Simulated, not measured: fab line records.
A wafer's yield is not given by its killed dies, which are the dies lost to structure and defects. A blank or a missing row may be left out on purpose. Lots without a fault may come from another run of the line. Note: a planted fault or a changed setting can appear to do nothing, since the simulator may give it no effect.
Matching of chambers :: flow berkeley cmos170 :: UCB170_V1_CVD_00 on pecvd-04 has 3 sister chambers
The step deposits SiO2 from TEOS/O2, target thk 2000 nm, time 250 s. 6 wafers are shown with their chamber, then 8 later ones without.

## WAFERS WITH THEIR CHAMBER
wafer: L852.4
chamber: 1
heater power w (W): 195
pressure mtorr (mTorr): 9017

wafer: L856.1
chamber: 1
heater power w (W): 284
pressure mtorr (mTorr): 8984

wafer: L860.1
chamber: 0
heater power w (W): 359
pressure mtorr (mTorr): 9014

wafer: L860.5
chamber: 2
heater power w (W): 206
pressure mtorr (mTorr): 8999

wafer: L860.6
chamber: 0
heater power w (W): 262
pressure mtorr (mTorr): 8999

wafer: L865.3
chamber: 2
heater power w (W): 292
pressure mtorr (mTorr): 9008

## WAFERS WHOSE CHAMBER IS MISSING
wafer: L865.4
heater power w (W): 263
pressure mtorr (mTorr): 8964

wafer: L865.6
heater power w (W): 207
pressure mtorr (mTorr): 8994

wafer: L871.2
heater power w (W): 272
pressure mtorr (mTorr): 9015

wafer: L871.3
heater power w (W): 276
pressure mtorr (mTorr): 9008

wafer: L871.5
heater power w (W): 367
pressure mtorr (mTorr): 8998

wafer: L873.1
heater power w (W): 276
pressure mtorr (mTorr): 8989

wafer: L873.3
heater power w (W): 333
pressure mtorr (mTorr): 8997

wafer: L873.4
heater power w (W): 257
pressure mtorr (mTorr): 9020

## WHICH CHAMBER EACH WENT THROUGH
wafer: L865.4
from the rows above: can't be placed: 1 or 2 or 0
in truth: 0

wafer: L865.6
from the rows above: can't be placed: 1 or 2 or 0
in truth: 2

wafer: L871.2
from the rows above: can't be placed: 0 or 2 or 1
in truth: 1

wafer: L871.3
from the rows above: can't be placed: 2 or 0 or 1
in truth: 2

wafer: L871.5
from the rows above: can't be placed: 0 or 2 or 1
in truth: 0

wafer: L873.1
from the rows above: can't be placed: 1 or 2 or 0
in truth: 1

wafer: L873.3
from the rows above: can't be placed: 0 or 2 or 1
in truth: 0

wafer: L873.4
from the rows above: can't be placed: 2 or 0 or 1
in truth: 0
Correctly placed: 0 of 8. Can't be placed from these rows: 8 (the true chamber is among the candidates in 8). Placed wrongly: 0.
How it was worked out, from the rows above alone: a wafer's distance from a chamber is the root of the sum, over the readings, of the square of ((its reading less the chamber's mean) divided by the reading's scatter). If the next closest chamber is less than 2 further off than the closest, the wafer can't be placed; otherwise it belongs to the closest. For every chamber, the mean is computed from those of its wafers that are shown. The scatter is the square root of a quotient: the sum, over the shown wafers, of each reading's squared deviation from its chamber's mean, divided by wafers minus chambers.
